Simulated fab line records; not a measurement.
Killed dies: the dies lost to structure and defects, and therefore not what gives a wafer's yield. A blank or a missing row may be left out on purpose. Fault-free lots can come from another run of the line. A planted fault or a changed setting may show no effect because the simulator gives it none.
Which tool is to blame? -- flow berkeleyCmos170 -- 15 lots with 45 wafers sampled at 6 steps, on a route of 331 steps

== WHAT EACH GAUGE READ, for each wafer ==
UCB170_WELLDRIVE_THK_MEAS_02.
lot,measured,on,WELLDRIVE_OXIDE_THK (nm)
L932,day 3 22:56,filmMetro-01,202 199 198
L931,day 3 22:57,filmMetro-02,197 198 199
L933,day 3 22:57,filmMetro-04,199 199 199
L935,day 4 09:20,filmMetro-01,198 196 196
L937,day 4 14:57,filmMetro-04,197 199 200
L938,day 4 14:58,filmMetro-01,200 194 195
L941,day 5 11:17,filmMetro-01,196 196 198
L942,day 5 18:49,filmMetro-02,200 198 197
L943,day 5 19:13,filmMetro-01,195 195 194
L944,day 6 02:49,filmMetro-01,202 202 199
L945,day 6 12:17,filmMetro-01,202 199 201
L947,day 6 12:18,filmMetro-04,202 196 201
L949,day 7 05:44,filmMetro-02,196 197 195
L953,day 8 09:53,filmMetro-02,200 200 198
L954,day 9 00:47,filmMetro-04,198 198 198

UCB170_ACTIVE_THK_MEAS_03.
lot,measured,on,ACTIVE_OXIDE_THK (nm)
L932,day 4 06:19,filmMetro-03,26.4 26.2 26.3
L931,day 4 06:19,filmMetro-01,26.6 26.4 26.0
L933,day 4 06:19,filmMetro-04,26.1 26.2 25.9
L935,day 4 18:22,filmMetro-04,26.8 26.2 25.9
L937,day 4 23:11,filmMetro-03,27.3 26.9 26.8
L938,day 4 23:11,filmMetro-01,25.9 26.0 25.9
L941,day 5 19:31,filmMetro-01,25.7 25.5 25.4
L942,day 6 04:10,filmMetro-04,26.2 26.6 26.8
L943,day 6 04:10,filmMetro-01,25.8 25.8 25.4
L944,day 6 14:53,filmMetro-04,26.6 26.3 26.9
L945,day 6 19:16,filmMetro-01,26.6 26.4 26.7
L947,day 6 19:14,filmMetro-03,27.1 27.1 27.0
L949,day 7 17:24,filmMetro-01,26.1 26.6 26.5
L953,day 8 19:54,filmMetro-04,26.3 26.2 26.1
L954,day 9 06:38,filmMetro-01,26.3 26.3 26.2

UCB170_NVT_OVL_MEAS_06.
lot,measured,on,NVT_OVL (nm)
L932,day 5 15:35,overlay-02,-10 -12 -7
L931,day 5 14:50,overlay-02,14 10 13
L933,day 5 15:38,overlay-02,1 -1 -1
L935,day 6 08:24,overlay-02,-1 2 -3
L937,day 6 14:29,overlay-01,-11 -7 -2
L938,day 6 14:28,overlay-01,-4 -8 -3
L941,day 7 17:35,overlay-01,-6 1 -6
L942,day 8 00:50,overlay-01,-2 2 -7
L943,day 8 01:05,overlay-02,-2 1 -7
L944,day 8 12:36,overlay-02,- - -
L945,day 8 12:33,overlay-01,- - -
L947,day 8 12:19,overlay-01,- - -
L949,day 9 11:39,overlay-01,0 -3 6
L953,day 10 07:26,overlay-01,-3 -7 2
L954,day 10 14:05,overlay-02,-5 -15 -16

UCB170_NVT_TW_MEAS_09.
lot,measured,on,NVT_TW
L932,day 5 15:52,filmMetro-02,527.9 530.0 525.2
L931,day 5 15:07,filmMetro-01,525.7 526.6 527.8
L933,day 5 15:55,filmMetro-01,523.1 527.1 524.2
L935,day 6 08:41,filmMetro-02,525.0 529.7 527.9
L937,day 6 14:46,filmMetro-03,524.2 525.9 527.1
L938,day 6 14:45,filmMetro-01,525.0 524.5 525.9
L941,day 7 17:53,filmMetro-03,528.2 524.6 527.0
L942,day 8 01:07,filmMetro-02,528.5 528.4 525.8
L943,day 8 01:22,filmMetro-03,526.1 528.0 527.1
L944,day 8 12:53,filmMetro-01,524.1 522.7 523.2
L945,day 8 12:51,filmMetro-02,529.9 527.3 527.7
L947,day 8 12:36,filmMetro-01,525.8 524.7 521.8
L949,day 9 11:56,filmMetro-02,528.2 526.4 525.8
L953,day 10 07:43,filmMetro-02,523.7 525.2 523.8
L954,day 10 14:22,filmMetro-02,527.1 529.3 523.6

UCB170_PVT_TW_MEAS_09.
lot,measured,on,PVT_TW
L932,day 5 18:17,filmMetro-04,509 510 508
L931,day 5 17:43,filmMetro-02,513 515 511
L933,day 5 18:19,filmMetro-02,514 511 512
L935,day 6 10:23,filmMetro-04,504 506 507
L937,day 6 18:11,filmMetro-03,508 508 509
L938,day 6 17:49,filmMetro-04,507 504 506
L941,day 7 20:12,filmMetro-02,513 512 515
L942,day 8 03:33,filmMetro-04,506 505 507
L943,day 8 03:47,filmMetro-02,514 511 513
L944,day 8 14:51,filmMetro-04,638 636 638 633 638 640
L945,day 8 14:38,filmMetro-04,640 639 638 641 641 637
L947,day 8 14:28,filmMetro-04,639 632 634 637 636 634
L949,day 9 16:12,filmMetro-02,512 513 511
L953,day 10 09:21,filmMetro-03,510 511 510
L954,day 10 16:25,filmMetro-04,505 505 507

== EACH LOT AND THE TOOL THAT RAN IT (in order: tool; ch and the chambers of the sampled wafers; start) ==
lot,UCB170_NVT_COAT_01
L932,"lithoTrack-03 ch 0, day 5 14:21"
L931,"lithoTrack-01 ch 0, day 5 14:09"
L933,"lithoTrack-02 ch 0, day 5 14:23"
L935,"lithoTrack-03 ch 0, day 6 07:43"
L937,"lithoTrack-01 ch 0, day 6 12:42"
L938,"lithoTrack-02 ch 0, day 6 12:34"
L941,"lithoTrack-01 ch 0, day 7 16:47"
L942,"lithoTrack-03 ch 0, day 8 00:01"
L943,"lithoTrack-01 ch 0, day 8 00:01"
L944,"lithoTrack-03, day 8 11:37"
L945,"lithoTrack-01, day 8 11:29"
L947,"lithoTrack-02, day 8 11:17"
L949,"lithoTrack-03 ch 0, day 9 10:59"
L953,"lithoTrack-02 ch 0, day 10 06:14"
L954,"lithoTrack-03 ch 0, day 10 12:52"
- UCB170_NVT_COAT_01: resist thk 900 nm.

== AS READ BY THE TOOLS THEMSELVES (means over the sampled wafers that have a number; for cases with no such wafer, the mark the record gives instead) ==
UCB170_NVT_COAT_01.
lot,tool,chillPlateTempC (C),dispensePressureKPa (kPa),resistLineTempC (C)
L932,lithoTrack-03,22.85,49,23.05
L931,lithoTrack-01,23.06,49,22.98
L933,lithoTrack-02,22.97,56,23.08
L935,lithoTrack-03,22.98,49,23.03
L937,lithoTrack-01,22.92,49,23.05
L938,lithoTrack-02,22.95,56,23.07
L941,lithoTrack-01,22.95,49,22.85
L942,lithoTrack-03,23.06,49,22.90
L943,lithoTrack-01,22.91,49,23.03
L944,lithoTrack-03,-,-,-
L945,lithoTrack-01,-,-,-
L947,lithoTrack-02,-,-,-
L949,lithoTrack-03,22.94,49,22.92
L953,lithoTrack-02,23.05,56,23.09
L954,lithoTrack-03,23.07,49,23.03

== THE ANSWER, worked out from the rows above alone ==
Rule: the usual values come from the lots themselves. The widest of any qualifying gaps counts: lots, ordered by their means at a reading, are off when they make up no more than a third of the lots, leave a main group of 4 or more, and stand apart from it by 3 or more times the standard deviation of that group's means. If all means in a main group match to the digits the tables above print for the reading, that group is not used. Also off: a lot with no number at a reading for which 4 or more lots have one. Any other lot the step has rows for is counted as sound. Order of review: gauges by route order, followed by the tools' own readings, for which a lot's mean as printed above is used. At the first step where some lot is off, the reading lying furthest off is the one used; lots without a number count as furthest.
Off: L944, L945, L947, seen at UCB170_NVT_OVL_MEAS_06 (NVT_OVL). Without a number there: L944, L945, L947. Mean -3 nm and standard deviation 5.8 in the main group.
A tool fits if, at a process step before that reading, it ran every lot that is off, and no sound lot after the first of them. The gauges at UCB170_NVT_OVL_MEAS_06 aren't tried: what is off there is off at UCB170_PVT_TW_MEAS_09 too, on other tools, and a gauge's error can't cause that. Of those tried, none fits.

== WHAT THE SIMULATOR PUT IN ==
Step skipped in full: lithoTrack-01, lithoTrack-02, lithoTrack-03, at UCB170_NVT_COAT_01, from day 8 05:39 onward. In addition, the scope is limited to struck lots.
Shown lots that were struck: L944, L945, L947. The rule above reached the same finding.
